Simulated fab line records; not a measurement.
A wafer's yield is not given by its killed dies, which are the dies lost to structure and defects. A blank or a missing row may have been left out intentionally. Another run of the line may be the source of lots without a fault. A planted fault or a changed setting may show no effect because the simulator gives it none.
Which tool was responsible? ; flow ritCmos ; at 1 step of a route of 202, 14 lots with 42 wafers sampled

## WHAT THE GAUGES READ, wafer by wafer
No reading from a measuring or inspecting step in the record can be judged against a usual standard deviation.

## EACH LOT AND THE TOOL THAT RAN IT (in order: tool; ch and the chambers of the sampled wafers; start)
lot;RIT_NWELL_SOFTBAKE_02
L840;lithoTrack-04 ch 0, day 1 19:40
L842;lithoTrack-04 ch 0, day 2 06:22
L843;lithoTrack-03 ch 0, day 2 10:52
L850;lithoTrack-04 ch 0, day 3 23:07
L851;lithoTrack-01 ch 0, day 4 04:20
L852;lithoTrack-04 ch 0, day 4 08:53
L853;lithoTrack-01 ch 0, day 4 13:54
L854;lithoTrack-03 ch 0, day 4 19:14
L855;lithoTrack-03 ch 0, day 5 00:16
L856;lithoTrack-01 ch 0, day 5 09:07
L857;lithoTrack-03 ch 0, day 5 13:26
L859;lithoTrack-01 ch 0, day 6 01:18
L862;lithoTrack-03 ch 0, day 6 13:34
L863;lithoTrack-03 ch 0, day 6 18:10
- RIT_NWELL_SOFTBAKE_02: time 60 s.

## AS READ BY THE TOOLS THEMSELVES (means over the sampled wafers that have a number; for cases with no such wafer, the mark the record gives instead)
RIT_NWELL_SOFTBAKE_02.
lot;tool;resistLineTempC (C);runLengthS (s)
L840;lithoTrack-04;22.95;89.26
L842;lithoTrack-04;22.94;89.29
L843;lithoTrack-03;22.96;89.28
L850;lithoTrack-04;23.07;98.08
L851;lithoTrack-01;23.17;88.90
L852;lithoTrack-04;23.06;98.11
L853;lithoTrack-01;23.00;89.00
L854;lithoTrack-03;22.98;89.37
L855;lithoTrack-03;23.13;89.34
L856;lithoTrack-01;22.97;89.04
L857;lithoTrack-03;23.10;89.39
L859;lithoTrack-01;23.03;89.01
L862;lithoTrack-03;22.92;89.32
L863;lithoTrack-03;22.97;89.33

## THE ANSWER, worked out from the rows above alone
Rule: the lots themselves supply what counts as usual. Put in order of their means at a reading, lots are off if they are a third of the lots or fewer, leave a main group of 4 or more, and stand apart from it by a gap of 3 or more times the standard deviation of the main group's means; of several such gaps the widest counts. A main group is skipped when, at the precision printed for the reading in the tables above, its means are all equal. A lot without any number at a reading at which 4 lots or more have one is off too. Where the step has rows for the other lots, those lots are counted as sound. After the gauges, taken in route order, come the tools' own readings; for these a lot's mean is taken, as printed above. The first step at which some lot is off is used, and at that step the reading that is off furthest; a lot without a number counts as furthest.
Off: L850, L852, at RIT_NWELL_SOFTBAKE_02 (runLengthS). Main group: mean 89.21 s, sd 0.16.
If a tool, at that step or one of the process steps before it, ran each lot that is off and ran no sound lot following the first of them, it fits. One fits: RIT_NWELL_SOFTBAKE_02 on lithoTrack-04. Its last sound lot is L842 (day 2 06:22), its first lot that is off L850 (day 3 23:07): a fault that began between those two fits.
The tool's own readings at RIT_NWELL_SOFTBAKE_02 bear it out: on the lots that are off they differ by more than 5 times the standard deviation of the sound lots' means. runLengthS reads 98.09 s there against 89.21 s on the sound lots.

## WHAT THE SIMULATOR HAD PUT IN
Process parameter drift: lithoTrack-04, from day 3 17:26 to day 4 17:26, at RIT_NWELL_SOFTBAKE_02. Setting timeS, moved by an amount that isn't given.
Lots struck among those shown: L850, L852. The rule above reached the same finding.
